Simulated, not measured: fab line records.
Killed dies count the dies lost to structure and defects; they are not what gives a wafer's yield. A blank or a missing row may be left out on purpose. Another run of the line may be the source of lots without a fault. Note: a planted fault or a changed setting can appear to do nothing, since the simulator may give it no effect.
Struck lot and sound lot, side by side	flow rit_cmos	14 steps out of a route of 202
Sound: the wafers L597.1, L597.4, L597.6. Struck: wafers L604.1, L604.2, L604.4. Last of all comes the cause.
Per side, at each step with rows, come the tool, then ch with its chambers, and then its first start. Under that, the readings that differ: sound wafers	struck wafers	difference of the means	sigmas: that difference in standard deviations of wafers without a fault.
alike: words and numbers the same on both sides, and readings whose means are apart by under 2 such deviations; not compared: readings that were withheld, readings missing a value for some wafer, numbers with overlapping values and no deviation given by the record, and bounds like >300 which may hide the same value.
Wherever a step has rows on one side only, a row that says differs or no value, or a row with sigmas, the two part there. Non-overlapping numbers with no deviation appear without sigmas and do not part them. A reading missing from all wafers of one side parts the sides only when that side holds two or more wafers.

first, 1 step without rows for these wafers: RIT_PWELL_DEVELOP_05 (develop time 68 s).
RIT_PWELL_OVL_MEAS_06:
  sound on overlay-01, day 3 07:49; struck on overlay-02, day 5 02:58
reading	sound	struck	difference	sigmas
PWELL_OVL (nm)	3.2 1.2 2.3	-1.6 -2.0 -0.9	-3.7	-3
then, 2 steps without rows for these wafers: RIT_PWELL_HARDBAKE_07 (time 120 s); RIT_PWELL_IMPLANT_08.
RIT_PWELL_STRIP_09: strips in O2, time 180 s.
  sound on plasma_asher-04 ch 1, day 3 08:16; struck on plasma_asher-04 ch 0,1, day 5 03:24
  alike: drypump_motor_current_A
  not compared: rf_hours_counter_h
RIT_PWELL_TW_MEAS_10:
  sound on film_metro-03, day 3 08:26; struck on film_metro-03, day 5 03:34
  alike: PWELL_TW
then, 1 step without rows for these wafers: RIT_WELLDRIVE_ANNEAL_00 (time 14700 s).
RIT_WELLDRIVE_RS_MEAS_01: uses a four-point probe to measure.
  sound on film_metro-02, day 3 17:01; struck on film_metro-03, day 5 12:32
  alike: NWELL_RS
RIT_WELLDRIVE_RS_MEAS_02: uses a four-point probe to measure.
  sound on film_metro-02, day 3 17:08; struck on film_metro-03, day 5 12:39
  alike: PWELL_RS
then, 3 steps without rows for these wafers: RIT_NRETRO_HMDS_00 (prime time 60 s); RIT_NRETRO_COAT_01 (resist thk 1320 nm); RIT_NRETRO_SOFTBAKE_02 (time 60 s).
RIT_NRETRO_EXPOSE_03: exposes mask M4, target cd 43900 nm.
  struck on iline_stepper-01, day 5 13:35; sound on iline_stepper-01 ch 0, day 3 17:42
  no value came back on the struck wafers for exposure_dose_mJ_cm2, focus_offset_nm (nm); on the sound wafers exposure_dose_mJ_cm2 reads 249.89 249.87 249.79
  alike: mask
next, for these wafers, 1 step has no rows: RIT_NRETRO_PEB_04.

WHERE THEY PART
Earliest at RIT_PWELL_OVL_MEAS_06; latest, in this record, at RIT_NRETRO_EXPOSE_03.

WHY: what had been put in by the simulator
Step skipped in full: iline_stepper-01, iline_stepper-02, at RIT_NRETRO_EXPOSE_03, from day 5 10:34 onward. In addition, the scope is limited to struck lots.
